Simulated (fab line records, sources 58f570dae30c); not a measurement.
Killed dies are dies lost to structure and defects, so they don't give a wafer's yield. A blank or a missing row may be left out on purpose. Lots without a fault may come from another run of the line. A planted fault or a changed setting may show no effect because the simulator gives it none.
One fault seen from 2 desks | flow berkeley_cmos170 | each desk has only its own numbers; what lay behind them comes last

THE TOOL OWNER'S DESK: lpcvd-02
The tool's own readings at UCB170_PWELL_CVD_05 (deposits Si3N4 from SiH2Cl2/NH3, target thk 220 nm, time 3300 s): means of the sampled wafers that have a number, for each lot that ran on this tool. A lot is out of limits, marked OUT, if its mean lies more than 4 standard deviations from the usual mean; the brackets give that distance.
Columns: A = zone_power_source_pct at UCB170_PWELL_CVD_05, usual 19.9 %
lot  | first seen here | A
L443 | day 3 00:35     | 20.7
L450 | day 4 10:38     | 20.4
L451 | day 4 17:18     | 20.6
L452 | day 4 17:18     | 20.6
L453 | day 5 05:23     | 20.5
L455 | day 5 19:12     | 20.6
This desk's finding: nothing out of limits on any of the 6 lots.

THE METROLOGY DESK
What the gauges read, lot by lot, whatever tool the lot ran on: means of the sampled wafers that have a number. A lot is out of limits, marked OUT, if its mean lies more than 4 standard deviations from the usual mean; the brackets give that distance.
Columns: A = PWELL_NITRIDE_THK at UCB170_PWELL_THK_MEAS_06, usual 219.7 nm
lot  | first seen here | A
L443 | day 3 02:30     | 220.0
L446 | day 3 15:11     | 221.2
L450 | day 4 12:33     | 220.0
L452 | day 4 20:11     | 218.0
L451 | day 4 20:11     | 219.8
L453 | day 5 08:16     | 124.5 (-40) OUT
L454 | day 5 14:45     | 219.5
L455 | day 5 21:08     | 127.5 (-38) OUT
L457 | day 6 03:54     | 220.9
L459 | day 6 03:54     | 224.2
L458 | day 6 11:11     | 217.6
L464 | day 7 17:39     | 221.7
L465 | day 7 17:40     | 223.1
L466 | day 7 22:54     | 221.3
This desk's finding: out of limits on L453, L455; first on L453, day 5 08:16 (PWELL_NITRIDE_THK at UCB170_PWELL_THK_MEAS_06). In limits: L443, L446, L450, L452, L451, L454, L457, L459, L458, L464, L465, L466.

PUT TOGETHER
The metrology desk could have raised an alarm at day 5 08:16, on L453, L455.
The tool owner's desk saw nothing out of limits.
The tool owner's desk has L453, L455 on record, within its limits.
Of the lots named, all ran UCB170_PWELL_CVD_05 on lpcvd-02.

WHAT THE SIMULATOR HAD PUT IN
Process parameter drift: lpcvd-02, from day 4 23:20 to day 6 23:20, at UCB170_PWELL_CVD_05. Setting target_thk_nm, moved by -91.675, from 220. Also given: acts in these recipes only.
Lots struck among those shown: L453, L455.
Hours from the fault's start to each desk's first reading out of limits: the metrology desk, 9.
